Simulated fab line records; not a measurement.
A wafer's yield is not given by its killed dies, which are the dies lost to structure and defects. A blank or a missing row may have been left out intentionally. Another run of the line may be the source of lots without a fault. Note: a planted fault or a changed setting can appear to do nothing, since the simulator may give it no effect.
Problem report, 8D (eight disciplines) form, completed by code + flow rit cmos + the parts of the form that need people (team, actions taken, sign-off) are left out

## 1. PROBLEM STATEMENT
Mean of cd nm at RIT_M1_CD_MEAS_09: 2535.7 nm across 9 wafers in 3 lots; on wafers with no fault it is 2600.0 nm (standard deviation 2.1). That is -31 standard deviations from the usual mean.
The step: target cd 2600 nm.
The first sign was on wafer L531.2 at day 4 13:11, on cd sem-02. Wafers with a number at this step in the record: 45, from 15 lots. By rule, "out" or "out of limits" means more than 4 standard deviations away from the usual mean. All remaining wafers that have a number are taken as sound.

## 2. WHAT IT IS, WHAT IT ISN'T
| question                    | is                     | is not                                                                                                   |
|-----------------------------|------------------------|----------------------------------------------------------------------------------------------------------|
| which readings at this step | cd nm                  | -                                                                                                        |
| which lots                  | L531, L532, L536       | L526, L527, L528, L529, L530, L539, L541, L542, L543, L545, L546, L549                                   |
| which wafers of those lots  | all that have a number | -                                                                                                        |
| read on which gauges        | cd sem-02              | cd sem-01                                                                                                |
| when                        | from day 4 13:11       | up to then (15 sound wafers); but 21 sound wafers of L539, L541, L542, L543, L545, L546, L549 came after |

## 3. WHAT RULES OUT EACH SUSPECT
Counting: a tool stays on the suspect list if, at a process step up to the reading, it processed all lots that are out and no sound lot following the first of them.
- the gauge at RIT_M1_CD_MEAS_09: kept. All the wafers that are out were read on cd sem-02, and no step on other tools shows them out.
- litho track-01 at RIT_M1_COAT_04 (resist thk 1300 nm): kept. It ran every lot that is out, first L531 (day 4 12:28), and no sound lot after that; its last sound lot up to then is L529 (day 4 05:05).
After counting, litho track-01 at RIT_M1_COAT_04 and cd sem-02 at RIT_M1_CD_MEAS_09 remain.

## 4. THE CAUSE (what the simulator had put in)
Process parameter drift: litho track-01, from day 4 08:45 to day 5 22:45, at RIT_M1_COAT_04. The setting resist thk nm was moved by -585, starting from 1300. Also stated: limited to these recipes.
Counting leaves 2 suspects; this tool is one of them.

## 5. SEQUENCE OF EFFECTS, ordered by route
Rows list readings where the struck wafers' mean (over those with a number) sits beyond 3 standard deviations from the usual. Only readings for which the record gives a usual standard deviation are gone through. hours: the time from each lot's start at the first step in this table that gives one to its start at this step, as a median over the lots. sigmas: the change in usual standard deviations.
| hours | step              | reading | usual     | on struck wafers | change | sigmas |
|-------|-------------------|---------|-----------|------------------|--------|--------|
| 0     | RIT_M1_CD_MEAS_09 | cd nm   | 2600.0 nm | 2535.7           | -64.3  | -31    |
Later measuring or inspecting steps at which every struck wafer that the step has a row for has a number for every such reading, and none has moved that far: RIT_M1_BOW_MEAS_16.

## 6. HOW IT WOULD HAVE BEEN CAUGHT EARLIER
In this record the first reading out of limits at a measuring or inspecting step was taken at day 4 13:11, 4 hours after the fault began at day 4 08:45.
Tool readings at RIT_M1_COAT_04 with a usual standard deviation given in the record: none out on any struck wafer, hence no alarm at a limit of 4 standard deviations on them.
Lots out: 3; of these, L532, L536 started RIT_M1_COAT_04 on litho track-01 after day 4 13:11. A hold on the tool at that time would have spared those 2.
